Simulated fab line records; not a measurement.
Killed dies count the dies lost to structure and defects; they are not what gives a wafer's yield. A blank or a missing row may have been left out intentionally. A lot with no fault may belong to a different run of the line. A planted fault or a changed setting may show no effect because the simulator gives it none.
fab line records || flow berkeleyCmos170 || part 2 of 2: steps 31 to 41 of 41
record {"lots": 5, "wafers": 15, "lastDay": 12}
route steps=331 shown NWELL@32 PWELL@34 WELLDRIVE@55 ACTIVE@60
lots that met no fault: taken from a fault-free run of the same line
startH: hours from the record's opening day to when the first of the lot's shown wafers began || waitH: hours from the lot's prior step to this one || " unchanged from the row above || L1.1+2: a row that stands for several wafers || - either no value or no given start || * or withheld: withheld || < > ~ a bound
route shown NAME@n: NAME is a module with steps in the file, n the number in the route of the first one || usual: average and standard deviation across the fault-free wafers || same: alike in all rows || chamber/n: place in a boat || sites: each site's reading || _std_site: their standard deviation || _edge_site: outer sites' mean less inner sites' || radiusMm: for every site, how far away it sits from the centre of the wafer || mask NAME#n: copy n || behind: the last tool/chamber to shape the wafer || hold: what put the lot on hold/how long, in hours/how the hold closed || device: the transistor (n, p or np) that didn't switch || end of line: tests of these same wafers at the route's end || where a step has no rows: the recipe by itself || killed: dies lost to structure and defects at the first sort, not the wafer's yield || map: a wafer's dies, marking killed ones x, the rest . and places with no die _
set.NAME: the run value of the setting; set.NAME@STEP: its run value at that earlier step || model.NAME: the simulator's own value behind a step, which no gauge read
lots at selected steps of the route; one table per step, one row per wafer
services: from which hour (startH, from the record's first day; less than 0 if before it) a tool's chamber was out of use, for how many hours, and why
## steps
# step UCB170_ACTIVE_OXIDATION_02
# recipe {"tempC": 1000, "ambient": "O2", "targetThkA": 264, "oxTimeS": 1260}
# usual {"oxTempCMax": "1006.8/1.6", "zonePowerLoadPct": "32/3.1", "zonePowerSourcePct": "32.9/1.9"}
# same {"oxTimeS": 1260}
{"lot.wafer": "L076.3", "tool": "furnace-04", "chamber": 0, "startH": 98.99, "waitH": 6.9, "oxTempCMax": 1007.2, "zonePowerLoadPct": 30, "zonePowerSourcePct": 34.5}
{"lot.wafer": "L076.4", "tool": "furnace-04", "chamber": 0, "startH": 98.99, "waitH": 6.9, "oxTempCMax": 1009.2, "zonePowerLoadPct": 30, "zonePowerSourcePct": 34.4}
{"lot.wafer": "L076.6", "tool": "furnace-04", "chamber": 0, "startH": 98.99, "waitH": 6.9, "oxTempCMax": 1007.1, "zonePowerLoadPct": 30, "zonePowerSourcePct": 34.3}
{"lot.wafer": "L080.2", "tool": "furnace-02", "chamber": 0, "startH": 115.66, "waitH": 4.4, "oxTempCMax": 1005.0, "zonePowerLoadPct": 40, "zonePowerSourcePct": 29.5}
{"lot.wafer": "L080.3", "tool": "furnace-02", "chamber": 0, "startH": 115.66, "waitH": 4.4, "oxTempCMax": 1005.1, "zonePowerLoadPct": 40, "zonePowerSourcePct": 29.3}
{"lot.wafer": "L080.4", "tool": "furnace-02", "chamber": 0, "startH": 115.66, "waitH": 4.4, "oxTempCMax": 1004.4, "zonePowerLoadPct": 40, "zonePowerSourcePct": 29.4}
{"lot.wafer": "L082.1", "tool": "furnace-01", "chamber": 0, "startH": 123.91, "waitH": 5.4, "oxTempCMax": 1008.7, "zonePowerLoadPct": 32, "zonePowerSourcePct": 31.3}
{"lot.wafer": "L082.5", "tool": "furnace-01", "chamber": 0, "startH": 123.91, "waitH": 5.4, "oxTempCMax": 1008.3, "zonePowerLoadPct": 33, "zonePowerSourcePct": 31.0}
{"lot.wafer": "L082.6", "tool": "furnace-01", "chamber": 0, "startH": 123.91, "waitH": 5.4, "oxTempCMax": 1006.6, "zonePowerLoadPct": 32, "zonePowerSourcePct": 31.4}
{"lot.wafer": "L096.1", "tool": "furnace-01", "chamber": 0, "startH": 194.08, "waitH": 5.6, "oxTempCMax": 1008.1, "zonePowerLoadPct": 33, "zonePowerSourcePct": 30.9}
{"lot.wafer": "L096.2", "tool": "furnace-01", "chamber": 0, "startH": 194.08, "waitH": 5.6, "oxTempCMax": 1011.4, "zonePowerLoadPct": 32, "zonePowerSourcePct": 31.1}
{"lot.wafer": "L096.6", "tool": "furnace-01", "chamber": 0, "startH": 194.08, "waitH": 5.6, "oxTempCMax": 1008.9, "zonePowerLoadPct": 32, "zonePowerSourcePct": 30.6}
{"lot.wafer": "L097.1", "tool": "furnace-01", "chamber": 0, "startH": 194.08, "waitH": 5.6, "oxTempCMax": 1010.2, "zonePowerLoadPct": 33, "zonePowerSourcePct": 30.8}
{"lot.wafer": "L097.4", "tool": "furnace-01", "chamber": 0, "startH": 194.08, "waitH": 5.6, "oxTempCMax": 1008.1, "zonePowerLoadPct": 32, "zonePowerSourcePct": 31.0}
{"lot.wafer": "L097.5", "tool": "furnace-01", "chamber": 0, "startH": 194.08, "waitH": 5.6, "oxTempCMax": 1008.5, "zonePowerLoadPct": 32, "zonePowerSourcePct": 31.2}
# step UCB170_ACTIVE_THK_MEAS_03
# recipe {"reads": "SiO2_of_ACTIVE_OXIDATION_02"}
# usual {"ACTIVE_OXIDE_THK": "26.6/0.52"}
{"lot.wafer": "L076.3", "tool": "filmMetro-02", "chamber": "-", "startH": 100.36, "waitH": 0.0, "ACTIVE_OXIDE_THK[nm]": 27.1}
{"lot.wafer": "L076.4", "tool": "filmMetro-02", "chamber": "-", "startH": 100.36, "waitH": 0.0, "ACTIVE_OXIDE_THK[nm]": 27.1}
{"lot.wafer": "L076.6", "tool": "filmMetro-02", "chamber": "-", "startH": 100.36, "waitH": 0.0, "ACTIVE_OXIDE_THK[nm]": 26.6}
{"lot.wafer": "L080.2", "tool": "filmMetro-04", "chamber": "-", "startH": 117.14, "waitH": 0.1, "ACTIVE_OXIDE_THK[nm]": 26.4}
{"lot.wafer": "L080.3", "tool": "filmMetro-04", "chamber": "-", "startH": 117.14, "waitH": 0.1, "ACTIVE_OXIDE_THK[nm]": 26.1}
{"lot.wafer": "L080.4", "tool": "filmMetro-04", "chamber": "-", "startH": 117.14, "waitH": 0.1, "ACTIVE_OXIDE_THK[nm]": 26.0}
{"lot.wafer": "L082.1", "tool": "filmMetro-03", "chamber": "-", "startH": 125.26, "waitH": 0.0, "ACTIVE_OXIDE_THK[nm]": 26.2}
{"lot.wafer": "L082.5", "tool": "filmMetro-03", "chamber": "-", "startH": 125.26, "waitH": 0.0, "ACTIVE_OXIDE_THK[nm]": 26.3}
{"lot.wafer": "L082.6", "tool": "filmMetro-03", "chamber": "-", "startH": 125.26, "waitH": 0.0, "ACTIVE_OXIDE_THK[nm]": 26.3}
{"lot.wafer": "L096.1", "tool": "filmMetro-03", "chamber": "-", "startH": 195.43, "waitH": 0.0, "ACTIVE_OXIDE_THK[nm]": 27.1}
{"lot.wafer": "L096.2", "tool": "filmMetro-03", "chamber": "-", "startH": 195.43, "waitH": 0.0, "ACTIVE_OXIDE_THK[nm]": 26.7}
{"lot.wafer": "L096.6", "tool": "filmMetro-03", "chamber": "-", "startH": 195.43, "waitH": 0.0, "ACTIVE_OXIDE_THK[nm]": 26.6}
{"lot.wafer": "L097.1", "tool": "filmMetro-02", "chamber": "-", "startH": 195.43, "waitH": 0.0, "ACTIVE_OXIDE_THK[nm]": 26.6}
{"lot.wafer": "L097.4", "tool": "filmMetro-02", "chamber": "-", "startH": 195.43, "waitH": 0.0, "ACTIVE_OXIDE_THK[nm]": 26.0}
{"lot.wafer": "L097.5", "tool": "filmMetro-02", "chamber": "-", "startH": 195.43, "waitH": 0.0, "ACTIVE_OXIDE_THK[nm]": 26.2}
# step UCB170_ACTIVE_ANNEAL_04
# recipe {"tempC": 1000, "timeS": 900, "ambient": "N2"}
# usual {"zonePowerLoadPct": "36/3.7", "zonePowerSourcePct": "30.3/1.4"}
{"lot.wafer": "L076.3", "tool": "furnace-02", "chamber": 0, "startH": 107.31, "waitH": 6.9, "zonePowerLoadPct": 40, "zonePowerSourcePct": 29.3}
{"lot.wafer": "L076.4", "tool": "furnace-02", "chamber": 0, "startH": 107.31, "waitH": 6.9, "zonePowerLoadPct": 39, "zonePowerSourcePct": 29.3}
{"lot.wafer": "L076.6", "tool": "furnace-02", "chamber": 0, "startH": 107.31, "waitH": 6.9, "zonePowerLoadPct": 39, "zonePowerSourcePct": 29.2}
{"lot.wafer": "L080.2", "tool": "furnace-02", "chamber": 0, "startH": 122.76, "waitH": 5.6, "zonePowerLoadPct": 40, "zonePowerSourcePct": 29.2}
{"lot.wafer": "L080.3", "tool": "furnace-02", "chamber": 0, "startH": 122.76, "waitH": 5.6, "zonePowerLoadPct": 40, "zonePowerSourcePct": 29.5}
{"lot.wafer": "L080.4", "tool": "furnace-02", "chamber": 0, "startH": 122.76, "waitH": 5.6, "zonePowerLoadPct": 39, "zonePowerSourcePct": 29.8}
{"lot.wafer": "L082.1", "tool": "furnace-02", "chamber": 0, "startH": 128.26, "waitH": 3.0, "zonePowerLoadPct": 39, "zonePowerSourcePct": 29.5}
{"lot.wafer": "L082.5", "tool": "furnace-02", "chamber": 0, "startH": 128.26, "waitH": 3.0, "zonePowerLoadPct": 40, "zonePowerSourcePct": 29.6}
{"lot.wafer": "L082.6", "tool": "furnace-02", "chamber": 0, "startH": 128.26, "waitH": 3.0, "zonePowerLoadPct": 40, "zonePowerSourcePct": 28.9}
{"lot.wafer": "L096.1", "tool": "furnace-02", "chamber": 0, "startH": 199.57, "waitH": 4.1, "zonePowerLoadPct": 39, "zonePowerSourcePct": 29.4}
{"lot.wafer": "L096.2", "tool": "furnace-02", "chamber": 0, "startH": 199.57, "waitH": 4.1, "zonePowerLoadPct": 39, "zonePowerSourcePct": 29.5}
{"lot.wafer": "L096.6", "tool": "furnace-02", "chamber": 0, "startH": 199.57, "waitH": 4.1, "zonePowerLoadPct": 39, "zonePowerSourcePct": 29.8}
{"lot.wafer": "L097.1", "tool": "furnace-02", "chamber": 0, "startH": 199.57, "waitH": 4.1, "zonePowerLoadPct": 40, "zonePowerSourcePct": 29.4}
{"lot.wafer": "L097.4", "tool": "furnace-02", "chamber": 0, "startH": 199.57, "waitH": 4.1, "zonePowerLoadPct": 39, "zonePowerSourcePct": 29.5}
{"lot.wafer": "L097.5", "tool": "furnace-02", "chamber": 0, "startH": 199.57, "waitH": 4.1, "zonePowerLoadPct": 39, "zonePowerSourcePct": 29.6}
# step UCB170_ACTIVE_CVD_05
# recipe {"material": "Si3N4", "targetThkNm": 220, "tempC": 800, "precursor": "SiH2Cl2/NH3", "timeS": 3300, "pressureMtorr": 200, "sih2cl2FlowSccm": 25, "nh3FlowSccm": 75}
# usual {"zonePowerLoadPct": "22.2/1.7", "zonePowerSourcePct": "20.6/2.2"}
{"lot.wafer": "L076.3", "tool": "lpcvd-02", "chamber": 1, "startH": 108.56, "waitH": 0.0, "zonePowerLoadPct": 20.6, "zonePowerSourcePct": 18.6}
{"lot.wafer": "L076.4", "tool": "lpcvd-02", "chamber": 1, "startH": 108.56, "waitH": 0.0, "zonePowerLoadPct": 21.3, "zonePowerSourcePct": 18.2}
{"lot.wafer": "L076.6", "tool": "lpcvd-02", "chamber": 1, "startH": 108.56, "waitH": 0.0, "zonePowerLoadPct": 20.5, "zonePowerSourcePct": 18.5}
{"lot.wafer": "L080.2", "tool": "lpcvd-01", "chamber": 0, "startH": 124.01, "waitH": 0.0, "zonePowerLoadPct": 20.4, "zonePowerSourcePct": 22.0}
{"lot.wafer": "L080.3", "tool": "lpcvd-01", "chamber": 0, "startH": 124.01, "waitH": 0.0, "zonePowerLoadPct": 20.1, "zonePowerSourcePct": 22.2}
{"lot.wafer": "L080.4", "tool": "lpcvd-01", "chamber": 0, "startH": 124.01, "waitH": 0.0, "zonePowerLoadPct": 19.9, "zonePowerSourcePct": 21.9}
{"lot.wafer": "L082.1", "tool": "lpcvd-02", "chamber": 1, "startH": 129.51, "waitH": 0.0, "zonePowerLoadPct": 20.9, "zonePowerSourcePct": 18.3}
{"lot.wafer": "L082.5", "tool": "lpcvd-02", "chamber": 1, "startH": 129.51, "waitH": 0.0, "zonePowerLoadPct": 20.9, "zonePowerSourcePct": 18.3}
{"lot.wafer": "L082.6", "tool": "lpcvd-02", "chamber": 1, "startH": 129.51, "waitH": 0.0, "zonePowerLoadPct": 20.8, "zonePowerSourcePct": 18.3}
{"lot.wafer": "L096.1", "tool": "lpcvd-02", "chamber": 0, "startH": 200.82, "waitH": 0.0, "zonePowerLoadPct": 24.4, "zonePowerSourcePct": 20.3}
{"lot.wafer": "L096.2", "tool": "lpcvd-02", "chamber": 0, "startH": 200.82, "waitH": 0.0, "zonePowerLoadPct": 25.0, "zonePowerSourcePct": 20.9}
{"lot.wafer": "L096.6", "tool": "lpcvd-02", "chamber": 0, "startH": 200.82, "waitH": 0.0, "zonePowerLoadPct": 24.7, "zonePowerSourcePct": 20.6}
{"lot.wafer": "L097.1", "tool": "lpcvd-02", "chamber": 1, "startH": 200.82, "waitH": 0.0, "zonePowerLoadPct": 21.2, "zonePowerSourcePct": 18.5}
{"lot.wafer": "L097.4", "tool": "lpcvd-02", "chamber": 1, "startH": 200.82, "waitH": 0.0, "zonePowerLoadPct": 21.0, "zonePowerSourcePct": 18.4}
{"lot.wafer": "L097.5", "tool": "lpcvd-02", "chamber": 1, "startH": 200.82, "waitH": 0.0, "zonePowerLoadPct": 21.0, "zonePowerSourcePct": 18.4}
# step UCB170_ACTIVE_THK_MEAS_06
# recipe {"reads": "Si3N4_of_ACTIVE_CVD_05"}
# usual {"ACTIVE_NITRIDE_THK": "220.1/2.3"}
{"lot.wafer": "L076.3", "tool": "filmMetro-02", "chamber": "-", "startH": 110.49, "waitH": 0.0, "ACTIVE_NITRIDE_THK[nm]": 221.7}
{"lot.wafer": "L076.4", "tool": "filmMetro-02", "chamber": "-", "startH": 110.49, "waitH": 0.0, "ACTIVE_NITRIDE_THK[nm]": 221.0}
{"lot.wafer": "L076.6", "tool": "filmMetro-02", "chamber": "-", "startH": 110.49, "waitH": 0.0, "ACTIVE_NITRIDE_THK[nm]": 222.6}
{"lot.wafer": "L080.2", "tool": "filmMetro-02", "chamber": "-", "startH": 125.93, "waitH": 0.0, "ACTIVE_NITRIDE_THK[nm]": 222.2}
{"lot.wafer": "L080.3", "tool": "filmMetro-02", "chamber": "-", "startH": 125.93, "waitH": 0.0, "ACTIVE_NITRIDE_THK[nm]": 222.1}
{"lot.wafer": "L080.4", "tool": "filmMetro-02", "chamber": "-", "startH": 125.93, "waitH": 0.0, "ACTIVE_NITRIDE_THK[nm]": 222.5}
{"lot.wafer": "L082.1", "tool": "filmMetro-03", "chamber": "-", "startH": 131.42, "waitH": 0.0, "ACTIVE_NITRIDE_THK[nm]": 223.4}
{"lot.wafer": "L082.5", "tool": "filmMetro-03", "chamber": "-", "startH": 131.42, "waitH": 0.0, "ACTIVE_NITRIDE_THK[nm]": 222.6}
{"lot.wafer": "L082.6", "tool": "filmMetro-03", "chamber": "-", "startH": 131.42, "waitH": 0.0, "ACTIVE_NITRIDE_THK[nm]": 221.9}
{"lot.wafer": "L096.1", "tool": "filmMetro-04", "chamber": "-", "startH": 202.73, "waitH": 0.0, "ACTIVE_NITRIDE_THK[nm]": 216.0}
{"lot.wafer": "L096.2", "tool": "filmMetro-04", "chamber": "-", "startH": 202.73, "waitH": 0.0, "ACTIVE_NITRIDE_THK[nm]": 215.2}
{"lot.wafer": "L096.6", "tool": "filmMetro-04", "chamber": "-", "startH": 202.73, "waitH": 0.0, "ACTIVE_NITRIDE_THK[nm]": 216.2}
{"lot.wafer": "L097.1", "tool": "filmMetro-04", "chamber": "-", "startH": 202.79, "waitH": 0.1, "ACTIVE_NITRIDE_THK[nm]": 219.9}
{"lot.wafer": "L097.4", "tool": "filmMetro-04", "chamber": "-", "startH": 202.79, "waitH": 0.1, "ACTIVE_NITRIDE_THK[nm]": 217.6}
{"lot.wafer": "L097.5", "tool": "filmMetro-04", "chamber": "-", "startH": 202.79, "waitH": 0.1, "ACTIVE_NITRIDE_THK[nm]": 217.6}
# step UCB170_ACTIVE_HMDS_07
# recipe {"primeTimeS": 60, "primeTempC": 100}
{"lot.wafer": "L076.3+4+6", "tool": "lithoTrack-03", "chamber": 0, "startH": 110.58, "waitH": 0.1}
{"lot.wafer": "L080.2+3+4", "tool": "lithoTrack-01", "chamber": 0, "startH": 126.31, "waitH": 0.4}
{"lot.wafer": "L082.1+5+6", "tool": "lithoTrack-01", "chamber": 0, "startH": 132.12, "waitH": 0.7}
{"lot.wafer": "L096.1+2+6", "tool": "lithoTrack-03", "chamber": 0, "startH": 203.00, "waitH": 0.3}
{"lot.wafer": "L097.1+4+5", "tool": "lithoTrack-02", "chamber": 0, "startH": 203.04, "waitH": 0.2}
# step UCB170_ACTIVE_COAT_08
# recipe {"resist": "KrF", "spinRpm": 1500, "resistThkNm": 900}
{"lot.wafer": "L076.3+4+6", "tool": "lithoTrack-03", "chamber": 0, "startH": 110.73, "waitH": 0.1}
{"lot.wafer": "L080.2+3+4", "tool": "lithoTrack-01", "chamber": 0, "startH": 126.46, "waitH": 0.1}
{"lot.wafer": "L082.1+5+6", "tool": "lithoTrack-01", "chamber": 0, "startH": 132.27, "waitH": 0.1}
{"lot.wafer": "L096.1+2+6", "tool": "lithoTrack-03", "chamber": 0, "startH": 203.15, "waitH": 0.1}
{"lot.wafer": "L097.1+4+5", "tool": "lithoTrack-02", "chamber": 0, "startH": 203.19, "waitH": 0.1}
# step UCB170_ACTIVE_SOFTBAKE_09
# recipe {"resist": "KrF", "tempC": 130, "timeS": 60}
{"lot.wafer": "L076.3+4+6", "tool": "lithoTrack-03", "chamber": 0, "startH": 110.88, "waitH": 0.1}
{"lot.wafer": "L080.2+3+4", "tool": "lithoTrack-01", "chamber": 0, "startH": 126.61, "waitH": 0.1}
{"lot.wafer": "L082.1+5+6", "tool": "lithoTrack-01", "chamber": 0, "startH": 132.42, "waitH": 0.1}
{"lot.wafer": "L096.1+2+6", "tool": "lithoTrack-03", "chamber": 0, "startH": 203.30, "waitH": 0.1}
{"lot.wafer": "L097.1+4+5", "tool": "lithoTrack-02", "chamber": 0, "startH": 203.34, "waitH": 0.1}
# step UCB170_ACTIVE_EXPOSE_10
# recipe {"maskId": "ACTIVE", "targetCdNm": 1200, "na": 0.5, "sigmaOuter": 0.6, "sourceShape": "conventional", "doseMj": 20}
# usual {"exposureDoseMJCm2": "19.989/0.022"}
{"lot.wafer": "L076.3", "tool": "krfScanner-02", "chamber": 0, "startH": 111.15, "waitH": 0.2, "mask": "ACTIVE#0", "exposureDoseMJCm2": 19.967}
{"lot.wafer": "L076.4", "tool": "krfScanner-02", "chamber": 0, "startH": 111.15, "waitH": 0.2, "mask": "ACTIVE#0", "exposureDoseMJCm2": 19.954}
{"lot.wafer": "L076.6", "tool": "krfScanner-02", "chamber": 0, "startH": 111.15, "waitH": 0.2, "mask": "ACTIVE#0", "exposureDoseMJCm2": 19.936}
{"lot.wafer": "L080.2", "tool": "krfScanner-01", "chamber": 0, "startH": 126.80, "waitH": 0.2, "mask": "ACTIVE#0", "exposureDoseMJCm2": 20.027}
{"lot.wafer": "L080.3", "tool": "krfScanner-01", "chamber": 0, "startH": 126.80, "waitH": 0.2, "mask": "ACTIVE#0", "exposureDoseMJCm2": 20.002}
{"lot.wafer": "L080.4", "tool": "krfScanner-01", "chamber": 0, "startH": 126.80, "waitH": 0.2, "mask": "ACTIVE#0", "exposureDoseMJCm2": 20.006}
{"lot.wafer": "L082.1", "tool": "krfScanner-02", "chamber": 0, "startH": 132.69, "waitH": 0.2, "mask": "ACTIVE#0", "exposureDoseMJCm2": 19.996}
{"lot.wafer": "L082.5", "tool": "krfScanner-02", "chamber": 0, "startH": 132.69, "waitH": 0.2, "mask": "ACTIVE#0", "exposureDoseMJCm2": 20.031}
{"lot.wafer": "L082.6", "tool": "krfScanner-02", "chamber": 0, "startH": 132.69, "waitH": 0.2, "mask": "ACTIVE#0", "exposureDoseMJCm2": 19.975}
{"lot.wafer": "L096.1", "tool": "krfScanner-01", "chamber": 0, "startH": 203.60, "waitH": 0.3, "mask": "ACTIVE#0", "exposureDoseMJCm2": 19.987}
{"lot.wafer": "L096.2", "tool": "krfScanner-01", "chamber": 0, "startH": 203.60, "waitH": 0.3, "mask": "ACTIVE#0", "exposureDoseMJCm2": 20.015}
{"lot.wafer": "L096.6", "tool": "krfScanner-01", "chamber": 0, "startH": 203.60, "waitH": 0.3, "mask": "ACTIVE#0", "exposureDoseMJCm2": 19.994}
{"lot.wafer": "L097.1", "tool": "krfScanner-02", "chamber": 0, "startH": 203.84, "waitH": 0.5, "mask": "ACTIVE#0", "exposureDoseMJCm2": 19.979}
{"lot.wafer": "L097.4", "tool": "krfScanner-02", "chamber": 0, "startH": 203.84, "waitH": 0.5, "mask": "ACTIVE#0", "exposureDoseMJCm2": 19.976}
{"lot.wafer": "L097.5", "tool": "krfScanner-02", "chamber": 0, "startH": 203.84, "waitH": 0.5, "mask": "ACTIVE#0", "exposureDoseMJCm2": 19.965}
# step UCB170_ACTIVE_PEB_11
# recipe {"pebTempC": 130, "pebTimeS": "withheld", "resist": "KrF"}
{"lot.wafer": "L076.3+4+6", "tool": "lithoTrack-02", "chamber": 0, "startH": 111.48, "waitH": 0.3}
{"lot.wafer": "L080.2+3+4", "tool": "lithoTrack-01", "chamber": 0, "startH": 127.66, "waitH": 0.8}
{"lot.wafer": "L082.1+5+6", "tool": "lithoTrack-01", "chamber": 0, "startH": 133.57, "waitH": 0.9}
{"lot.wafer": "L096.1+2+6", "tool": "lithoTrack-03", "chamber": 0, "startH": 203.71, "waitH": 0.1}
{"lot.wafer": "L097.1+4+5", "tool": "lithoTrack-02", "chamber": 0, "startH": 203.96, "waitH": 0.1}
# step UCB170_ACTIVE_DEVELOP_12
# recipe {"developer": "TMAH", "developTimeS": 45, "resist": "KrF", "devTempC": 21}
# usual {"developerTempC": "20.99/0.12"}
{"lot.wafer": "L076.3", "tool": "lithoTrack-02", "chamber": 0, "startH": "-", "waitH": "-", "developerTempC": 21.09}
{"lot.wafer": "L076.4", "tool": "lithoTrack-02", "chamber": 0, "startH": "-", "waitH": "-", "developerTempC": 20.82}
{"lot.wafer": "L076.6", "tool": "lithoTrack-02", "chamber": 0, "startH": "-", "waitH": "-", "developerTempC": 21.09}
{"lot.wafer": "L080.2", "tool": "lithoTrack-01", "chamber": 0, "startH": "-", "waitH": "-", "developerTempC": 21.10}
{"lot.wafer": "L080.3", "tool": "lithoTrack-01", "chamber": 0, "startH": "-", "waitH": "-", "developerTempC": 21.10}
{"lot.wafer": "L080.4", "tool": "lithoTrack-01", "chamber": 0, "startH": "-", "waitH": "-", "developerTempC": 21.06}
{"lot.wafer": "L082.1", "tool": "lithoTrack-01", "chamber": 0, "startH": "-", "waitH": "-", "developerTempC": 21.08}
{"lot.wafer": "L082.5", "tool": "lithoTrack-01", "chamber": 0, "startH": "-", "waitH": "-", "developerTempC": 21.02}
{"lot.wafer": "L082.6", "tool": "lithoTrack-01", "chamber": 0, "startH": "-", "waitH": "-", "developerTempC": 21.17}
{"lot.wafer": "L096.1", "tool": "lithoTrack-03", "chamber": 0, "startH": "-", "waitH": "-", "developerTempC": 21.07}
{"lot.wafer": "L096.2", "tool": "lithoTrack-03", "chamber": 0, "startH": "-", "waitH": "-", "developerTempC": 21.06}
{"lot.wafer": "L096.6", "tool": "lithoTrack-03", "chamber": 0, "startH": "-", "waitH": "-", "developerTempC": 20.98}
{"lot.wafer": "L097.1", "tool": "lithoTrack-02", "chamber": 0, "startH": "-", "waitH": "-", "developerTempC": 21.07}
{"lot.wafer": "L097.4", "tool": "lithoTrack-02", "chamber": 0, "startH": "-", "waitH": "-", "developerTempC": 20.90}
{"lot.wafer": "L097.5", "tool": "lithoTrack-02", "chamber": 0, "startH": "-", "waitH": "-", "developerTempC": 20.90}
## services
{"tool": "furnace-02", "chamber": "-", "startH": 41.58, "hours": 3.7, "kind": "pm"}
{"tool": "lpcvd-02", "chamber": "-", "startH": 47.64, "hours": 0.3, "kind": "repair"}
{"tool": "krfScanner-02", "chamber": "-", "startH": 53.58, "hours": 0.6, "kind": "repair"}
{"tool": "furnace-04", "chamber": "-", "startH": 56.50, "hours": 3.4, "kind": "pm"}
{"tool": "krfScanner-02", "chamber": "-", "startH": 67.08, "hours": 4.4, "kind": "pm"}
{"tool": "krfScanner-01", "chamber": "-", "startH": 69.13, "hours": 0.3, "kind": "repair"}
{"tool": "lpcvd-01", "chamber": "-", "startH": 73.65, "hours": 1.2, "kind": "repair"}
{"tool": "krfScanner-02", "chamber": "-", "startH": 77.64, "hours": 1.0, "kind": "pm"}
{"tool": "implanter-02", "chamber": "-", "startH": 82.59, "hours": 4.6, "kind": "pm"}
{"tool": "furnace-01", "chamber": "-", "startH": 88.98, "hours": 18.9, "kind": "pm"}
{"tool": "krfScanner-02", "chamber": "-", "startH": 92.08, "hours": 0.8, "kind": "pm"}
{"tool": "krfScanner-01", "chamber": "-", "startH": 99.67, "hours": 1.0, "kind": "pm"}
{"tool": "furnace-01", "chamber": "-", "startH": 107.91, "hours": 3.3, "kind": "pm"}
{"tool": "furnace-01", "chamber": "-", "startH": 111.24, "hours": 3.6, "kind": "pm"}
{"tool": "plasmaAsher-01", "chamber": "-", "startH": 135.83, "hours": 1.6, "kind": "repair"}
{"tool": "implanter-03", "chamber": "-", "startH": 145.23, "hours": 3.8, "kind": "pm"}
{"tool": "krfScanner-01", "chamber": "-", "startH": 147.52, "hours": 0.8, "kind": "pm"}
{"tool": "krfScanner-02", "chamber": "-", "startH": 160.15, "hours": 1.3, "kind": "pm"}
{"tool": "furnace-02", "chamber": "-", "startH": 166.62, "hours": 3.5, "kind": "pm"}
{"tool": "implanter-03", "chamber": "-", "startH": 170.40, "hours": 14.2, "kind": "repair"}
{"tool": "plasmaAsher-01", "chamber": "-", "startH": 172.74, "hours": 2.8, "kind": "pm"}
{"tool": "krfScanner-01", "chamber": "-", "startH": 179.38, "hours": 1.3, "kind": "pm"}
{"tool": "wetBench-04", "chamber": "-", "startH": 187.22, "hours": 1.9, "kind": "pm"}
{"tool": "rieDiel-01", "chamber": 3, "startH": 199.35, "hours": 16.5, "kind": "repair"}
